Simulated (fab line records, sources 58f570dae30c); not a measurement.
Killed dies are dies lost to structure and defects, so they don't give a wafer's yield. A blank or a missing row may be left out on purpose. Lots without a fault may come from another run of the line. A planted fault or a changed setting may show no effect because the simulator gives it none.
Split-lot experiment | flow berkeley_cmos170 | 5 lots, 23 wafers read, on a route of 331 steps

THE SPLIT
At UCB170_NLDD_COAT_01 (resist thk 900 nm), the setting resist_thk_nm was moved away from the recipe's 900 nm on 8 of the 23 wafers read, by -3.8% to +5.4%. The other wafers ran this setting at the recipe's value.

The reading is taken at the split's own step.

THE READING
KrF_of_NLDD_COAT_01.thk_nm (the simulator's own value, which no gauge read), in nm, at UCB170_NLDD_COAT_01 (resist thk 900 nm). The file gives no usual value for it. The 15 wafers here that ran the recipe average 900.8 nm, standard deviation 3.8 nm.

wafer  | tool, chamber at the split | resist_thk_nm as run, nm | against the recipe | KrF_of_NLDD_COAT_01.thk_nm, nm | against lot-mates on the recipe
L076.3 | litho_track-03, 0          | 900                      | recipe             | 898.4                          | -
L076.5 | litho_track-03, 0          | 900                      | recipe             | 896.1                          | -
L076.6 | litho_track-03, 0          | 900                      | recipe             | 897.4                          | -
L077.1 | litho_track-02, 0          | 900                      | recipe             | 901.9                          | -
L077.2 | litho_track-02, 0          | 938.3                    | +4.3%              | 937.2                          | +35.4
L077.3 | litho_track-02, 0          | 900                      | recipe             | 901.7                          | -
L077.5 | litho_track-02, 0          | 938.3                    | +4.3%              | 938.7                          | +36.9
L077.6 | litho_track-02, 0          | 938.3                    | +4.3%              | 937.3                          | +35.5
L078.1 | litho_track-01, 0          | 900                      | recipe             | 901.7                          | -
L078.3 | litho_track-01, 0          | 900                      | recipe             | 898.8                          | -
L078.4 | litho_track-01, 0          | 865.6                    | -3.8%              | 864.6                          | -35.8
L078.5 | litho_track-01, 0          | 865.6                    | -3.8%              | 864.8                          | -35.6
L078.6 | litho_track-01, 0          | 900                      | recipe             | 900.7                          | -
L080.1 | litho_track-02, 0          | 900                      | recipe             | 895.2                          | -
L080.2 | litho_track-02, 0          | 948.7                    | +5.4%              | 944.5                          | +49.5
L080.3 | litho_track-02, 0          | 948.7                    | +5.4%              | 941.6                          | +46.6
L080.4 | litho_track-02, 0          | 948.7                    | +5.4%              | 944.6                          | +49.6
L080.5 | litho_track-02, 0          | 900                      | recipe             | 894.9                          | -
L083.2 | litho_track-01, 0          | 900                      | recipe             | 904.8                          | -
L083.3 | litho_track-01, 0          | 900                      | recipe             | 905.1                          | -
L083.6 | litho_track-01, 0          | 900                      | recipe             | 905.1                          | -
L083.4 | litho_track-01, 0          | 900                      | recipe             | 907.1                          | -
L083.5 | litho_track-01, 0          | 900                      | recipe             | 903.5                          | -

THE FIT
A straight line over all 23 wafers: KrF_of_NLDD_COAT_01.thk_nm changes by +8.49 nm for each +1% of resist_thk_nm; r = +0.99; the points scatter about the line by 3.6 nm.
The same after taking each lot's own level away (the mean of its wafers on the recipe; 23 wafers): +8.91 nm for each +1%; r = +1.00; scatter 1.3 nm.
On that fit, the largest move of resist_thk_nm shifts the reading by 48 nm.
The lots' own levels span 895.05 to 905.12 nm, that is 2.7 times the standard deviation above.
So the lot-to-lot level changes the slope little: the two slopes agree.
Check: with one of the wafers moved furthest among these (+5.4%) left out of the fit, the line predicts +47.5 nm for it against its lot-mates. It came out at +49.5 nm against them.

OTHER SPLITS ON THESE WAFERS
These wafers also went through other splits before the reading. Each is held against what the fit with the lots' levels taken away leaves over:
other split on the same wafers | wafers away from the commonest value | r with KrF_of_NLDD_COAT_01.thk_nm (lot level and that fit taken away)
UCB170_NVT_IMPLANT_07 tilt_deg | 8                                    | +0.17

THE WHOLE CHAIN: every reading that the file lists as answering this split, in the file's order
step                 | what it does      | reading                                                                     | change (the file's fit)              | r (the file's)
UCB170_NLDD_COAT_01  | resist thk 900 nm | KrF_of_NLDD_COAT_01.thk_nm (the simulator's own value, which no gauge read) | +8.91 nm for each +1% of the setting | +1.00
UCB170_NLDD_STRIP_10 | strips in O2      | strip_time_to_endpoint_s                                                    | withheld for each +1% of the setting | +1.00

THE FILE'S OWN FIT
KrF_of_NLDD_COAT_01.thk_nm changes by +8.91 nm for each +1% of resist_thk_nm, r = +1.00.
